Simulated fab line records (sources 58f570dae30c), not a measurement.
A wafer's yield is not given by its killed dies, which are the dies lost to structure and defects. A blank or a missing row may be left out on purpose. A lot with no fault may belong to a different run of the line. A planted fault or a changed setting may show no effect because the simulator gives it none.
The tool behind it: which one?    flow berkeley cmos170    42 wafers from 14 lots sampled at 7 of the route's 331 steps

## WHAT THE GAUGES READ, wafer by wafer
UCB170_PSD_TW_MEAS_10. Usual: for PSD_TW the level is 2337 and the standard deviation is 21.
lot   measured      on             PSD_TW          flag
L159  day 8 02:23   film metro-04  2339 2336 2347  
L161  day 8 08:47   film metro-04  2351 2355 2353  
L164  day 8 18:35   film metro-04  2339 2341 2365  
L163  day 8 18:23   film metro-01  2311 2322 2313  
L162  day 8 17:52   film metro-02  2325 2334 2326  
L167  day 9 21:26   film metro-04  2360 2352 2354  
L166  day 9 21:38   film metro-04  2350 2350 2363  
L172  day 10 11:02  film metro-04  2365 2357 2365  
L171  day 10 11:58  film metro-04  2365 2369 2347  
L170  day 10 11:52  film metro-02  2313 2316 2307  
L168  day 10 12:09  film metro-04  2352 2343 2350  
L177  day 11 17:22  film metro-01  2114 2111 2116  OFF
L179  day 11 17:59  film metro-02  2121 2112 2116  OFF
L181  day 12 08:34  film metro-01  2317 2318 2315  

UCB170_SDANNEAL_RS_MEAS_02: the measuring method here is four-point-probe. Usual: for PSD_RS the level is 75.6 ohm/sq and the standard deviation is 0.33.
lot   measured      on             PSD_RS (ohm/sq)  flag
L159  day 8 05:49   film metro-01  76.3 76.1 75.9   
L161  day 8 13:57   film metro-01  75.4 75.5 75.1   
L164  day 8 22:07   film metro-04  75.1 75.3 75.0   
L163  day 8 21:42   film metro-02  75.7 75.7 75.7   
L162  day 8 21:13   film metro-01  75.5 75.3 75.5   
L167  day 10 01:44  film metro-01  75.5 75.2 75.2   
L166  day 10 01:58  film metro-04  75.0 74.9 75.2   
L172  day 10 14:36  film metro-02  75.7 75.7 75.6   
L171  day 10 15:38  film metro-04  75.5 75.6 75.4   
L170  day 10 15:28  film metro-02  75.8 75.6 75.6   
L168  day 10 15:57  film metro-01  75.5 76.1 75.7   
L177  day 11 21:41  film metro-04  92.6 92.9 92.6   OFF
L179  day 11 22:25  film metro-04  93.5 93.8 93.6   OFF
L181  day 12 12:05  film metro-04  75.7 75.9 75.8   

UCB170_M1_THK_MEAS_02: measures by xrf. Usual: for M1_AL_THK the level is 597 nm and the standard deviation is 8.4.
lot   measured      on             M1_AL_THK (nm)  flag
L159  day 8 13:46   film metro-02  581 577 590     
L161  day 8 20:29   film metro-04  595 608 597     
L164  day 9 05:21   film metro-01  592 598 598     
L163  day 9 05:27   film metro-02  592 596 603     
L162  day 9 04:33   film metro-02  591 589 598     
L167  day 10 12:08  film metro-01  596 584 583     
L166  day 10 12:39  film metro-01  608 615 601     
L172  day 10 20:09  film metro-02  597 596 604     
L171  day 10 22:19  film metro-04  590 605 588     
L170  day 10 22:21  film metro-01  598 604 603     
L168  day 10 22:37  film metro-02  605 592 608     
L177  day 12 04:59  film metro-02  590 585 587     
L179  day 12 05:25  film metro-01  595 589 587     
L181  day 12 20:01  film metro-01  604 592 590     

## EACH LOT AND THE TOOL THAT RAN IT (in order: tool; ch and the chambers of the sampled wafers; start)
lot   UCB170_GATE_ETCH_14                 UCB170_PSD_IMPLANT_08            UCB170_PSD_STRIP_09                   UCB170_SDANNEAL_RTA_00
L159  rie diel-03 ch 2,3, day 7 11:47     implanter-02 ch 0, day 8 02:11   plasma asher-02 ch 0,1, day 8 02:17   rtp anneal-01 ch 0, day 8 05:40
L161  rie diel-02 ch 0,2,3, day 7 20:13   implanter-02 ch 0, day 8 08:33   plasma asher-01 ch 0,1, day 8 08:41   rtp anneal-02 ch 0, day 8 13:47
L164  rie diel-04 ch 0,1,3, day 8 05:07   implanter-04 ch 0, day 8 18:20   plasma asher-02 ch 0,1, day 8 18:29   rtp anneal-01 ch 0, day 8 21:59
L163  rie diel-03 ch 0,3, day 8 05:19     implanter-01 ch 0, day 8 18:10   plasma asher-01 ch 0,1, day 8 18:19   rtp anneal-01 ch 0, day 8 21:34
L162  rie diel-02 ch 0,2, day 8 05:24     implanter-04 ch 0, day 8 17:37   plasma asher-01 ch 0,1, day 8 17:46   rtp anneal-01 ch 0, day 8 21:05
L167  rie diel-04 ch 0,2,3, day 9 08:40   implanter-01 ch 0, day 9 21:13   plasma asher-04 ch 0,1, day 9 21:20   rtp anneal-02 ch 0, day 10 01:36
L166  rie diel-02 ch 0,1,3, day 9 08:45   implanter-02 ch 0, day 9 21:25   plasma asher-01 ch 0,1, day 9 21:34   rtp anneal-01 ch 0, day 10 01:49
L172  rie diel-02 ch 0,1,2, day 9 23:06   implanter-01 ch 0, day 10 10:47  plasma asher-04 ch 0,1, day 10 10:56  rtp anneal-02 ch 0, day 10 14:29
L171  rie diel-03 ch 1,2,3, day 9 23:23   implanter-01 ch 0, day 10 11:46  plasma asher-01 ch 0,1, day 10 11:52  rtp anneal-01 ch 0, day 10 15:28
L170  rie diel-02 ch 0,2, day 9 23:33     implanter-02 ch 0, day 10 11:37  plasma asher-04 ch 0,1, day 10 11:46  rtp anneal-02 ch 0, day 10 15:20
L168  rie diel-04 ch 0,1,3, day 9 23:38   implanter-02 ch 0, day 10 11:55  plasma asher-04 ch 0,1, day 10 12:02  rtp anneal-01 ch 0, day 10 15:49
L177  rie diel-03 ch 1,2,3, day 11 04:32  implanter-02 ch 0, day 11 17:07  plasma asher-02 ch 0, day 11 17:16    rtp anneal-01 ch 0, day 11 21:34
L179  rie diel-04 ch 0,1,2, day 11 05:17  implanter-02 ch 0, day 11 17:45  plasma asher-04 ch 0, day 11 17:52    rtp anneal-01 ch 0, day 11 22:17
L181  rie diel-04 ch 0,1,2, day 11 19:10  implanter-01 ch 0, day 12 08:19  plasma asher-01 ch 0,1, day 12 08:28  rtp anneal-02 ch 0, day 12 11:58
- UCB170_GATE_ETCH_14: etches BARC in N2/H2.
- UCB170_PSD_IMPLANT_08
- UCB170_PSD_STRIP_09: strips in O2.
- UCB170_SDANNEAL_RTA_00: time 10 s.

## WHAT THE TOOLS THEMSELVES READ (means of the sampled wafers that have a number; where no wafer has one, the mark that the record gives instead)
UCB170_GATE_ETCH_14. Usual: chamber pressure mTorr 30.001 mTorr, standard deviation 0.028; drypump motor current A 5.5 A, standard deviation 0.36; oes product au 0.996 a.u., standard deviation 0.021; throttle valve pct 13.32 %, standard deviation 0.11.
lot   tool         chamber pressure mTorr (mTorr)  drypump motor current A (A)  oes product au (a.u.)  throttle valve pct (%)  flag
L159  rie diel-03  30.001                          5.3                          0.994                  13.29                   
L161  rie diel-02  29.992                          5.7                          0.972                  13.35                   
L164  rie diel-04  30.021                          5.3                          1.011                  13.28                   
L163  rie diel-03  29.991                          5.3                          0.989                  13.35                   
L162  rie diel-02  30.027                          5.7                          0.998                  13.23                   
L167  rie diel-04  30.005                          5.5                          0.993                  13.27                   
L166  rie diel-02  29.999                          5.9                          0.977                  13.29                   
L172  rie diel-02  29.998                          5.6                          0.988                  13.31                   
L171  rie diel-03  30.005                          5.5                          1.003                  13.36                   
L170  rie diel-02  29.990                          5.5                          0.988                  13.38                   
L168  rie diel-04  30.007                          5.3                          1.008                  13.28                   
L177  rie diel-03  29.990                          5.5                          1.001                  13.38                   
L179  rie diel-04  30.023                          5.6                          0.999                  13.25                   
L181  rie diel-04  30.019                          5.6                          1.006                  13.25                   

UCB170_PSD_IMPLANT_08. Usual: beam energy keV 20.000, standard deviation 0.0066; dose ions cm2 3e+15, standard deviation 3.2e+12; end station pressure torr 1.26e-05 Torr, standard deviation 7e-07; faraday current uA 9259, standard deviation 180.
lot   tool          beam energy keV  dose ions cm2  end station pressure torr (Torr)  faraday current uA  flag
L159  implanter-02  20.005           3e+15          1.16e-05                          9296                
L161  implanter-02  19.999           3e+15          1.30e-05                          9131                
L164  implanter-04  19.997           3e+15          1.33e-05                          9359                
L163  implanter-01  19.999           3e+15          1.22e-05                          9262                
L162  implanter-04  20.001           3e+15          1.15e-05                          9337                
L167  implanter-01  20.005           3e+15          1.27e-05                          9403                
L166  implanter-02  19.986           3e+15          1.27e-05                          9168                
L172  implanter-01  19.993           3e+15          1.28e-05                          9134                
L171  implanter-01  20.004           3e+15          1.29e-05                          9100                
L170  implanter-02  19.999           3e+15          1.20e-05                          9358                
L168  implanter-02  19.998           3e+15          1.25e-05                          9229                
L177  implanter-02  19.998           2e+15          1.11e-05                          7003                OFF
L179  implanter-02  20.002           2e+15          1.04e-05                          6883                OFF
L181  implanter-01  20.002           3e+15          1.25e-05                          9224                

UCB170_PSD_STRIP_09. Usual: chamber pressure mTorr 3500 mTorr, standard deviation 3; drypump motor current A 5.9 A, standard deviation 0.4; o2 flow sccm 400.1 sccm, standard deviation 1.2; oes product au 0.600 a.u., standard deviation 0.0048; strip time to endpoint s 29.41 s, standard deviation 0.078.
lot   tool             chamber pressure mTorr (mTorr)  drypump motor current A (A)  o2 flow sccm (sccm)  oes product au (a.u.)  strip time to endpoint s (s)  flag
L159  plasma asher-02  3501                            6.1                          399.0                0.606                  29.28                         
L161  plasma asher-01  3501                            6.0                          400.5                0.601                  29.49                         
L164  plasma asher-02  3498                            6.1                          400.5                0.605                  29.34                         
L163  plasma asher-01  3501                            5.7                          399.4                0.598                  29.40                         
L162  plasma asher-01  3502                            5.9                          402.6                0.602                  29.43                         
L167  plasma asher-04  3500                            6.1                          399.7                0.605                  29.45                         
L166  plasma asher-01  3501                            5.9                          400.9                0.603                  29.41                         
L172  plasma asher-04  3499                            6.1                          398.9                0.600                  29.38                         
L171  plasma asher-01  3500                            5.7                          399.6                0.602                  29.40                         
L170  plasma asher-04  3500                            5.9                          400.9                0.601                  29.39                         
L168  plasma asher-04  3501                            6.1                          399.2                0.599                  29.36                         
L177  plasma asher-02  3501                            6.4                          401.8                0.638                  26.53                         OFF
L179  plasma asher-04  3499                            5.7                          399.7                0.643                  26.20                         OFF
L181  plasma asher-01  3502                            5.7                          399.8                0.603                  29.42                         

UCB170_SDANNEAL_RTA_00. Usual: lamp power pct 28.57 %, standard deviation 0.28; wafer_temp_C_max 905.6, standard deviation 1.6.
lot   tool           lamp power pct (%)  wafer_temp_C_max  flag
L159  rtp anneal-01  28.36               907.0             
L161  rtp anneal-02  28.92               905.0             
L164  rtp anneal-01  28.35               906.2             
L163  rtp anneal-01  28.36               907.2             
L162  rtp anneal-01  28.36               906.5             
L167  rtp anneal-02  28.95               904.4             
L166  rtp anneal-01  28.37               905.6             
L172  rtp anneal-02  28.91               902.9             
L171  rtp anneal-01  28.36               907.1             
L170  rtp anneal-02  28.94               903.4             
L168  rtp anneal-01  28.34               906.4             
L177  rtp anneal-01  28.37               906.0             
L179  rtp anneal-01  28.35               907.1             
L181  rtp anneal-02  28.94               904.3             

## THE ANSWER, worked out from the rows above alone
Rule: a lot counts as off when the mean over its wafers that have a number is more than 3 standard deviations away from the usual mean. A lot without any number at a reading at which 4 lots or more have one is off too. The other lots that the step has rows for count as sound. First the gauges in route order, then the tools' own readings, where a lot's mean is used as printed above. At the first step where some lot is off, the reading lying furthest off is the one used; lots without a number count as furthest.
Off: L177, L179, seen at UCB170_PSD_TW_MEAS_10 (PSD_TW).
A tool fits if, at a process step before that reading, it ran every lot that is off, and no sound lot after the first of them. The gauges at UCB170_PSD_TW_MEAS_10 aren't tried: what is off there is off at UCB170_SDANNEAL_RS_MEAS_02 too, on other tools, and a gauge's error can't cause that. One candidate fits, namely implanter-02 at UCB170_PSD_IMPLANT_08. Its last sound lot is L168 (day 10 11:55), its first lot that is off L177 (day 11 17:07): a fault that began between those two fits.
The tool's own readings at UCB170_PSD_IMPLANT_08 bear it out: on the lots that are off they differ by more than 5 times the standard deviation of the sound lots' means. dose ions cm2 reads 2e+15 there against 3e+15 on the sound lots; faraday current uA reads 6943 there against 9250 on the sound lots.

## WHAT WAS PUT IN BY THE SIMULATOR
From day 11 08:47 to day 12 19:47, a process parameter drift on implanter-02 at UCB170_PSD_IMPLANT_08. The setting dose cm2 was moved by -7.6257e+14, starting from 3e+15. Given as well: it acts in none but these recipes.
Lots struck among those shown: L177, L179. Same finding as the rule above.
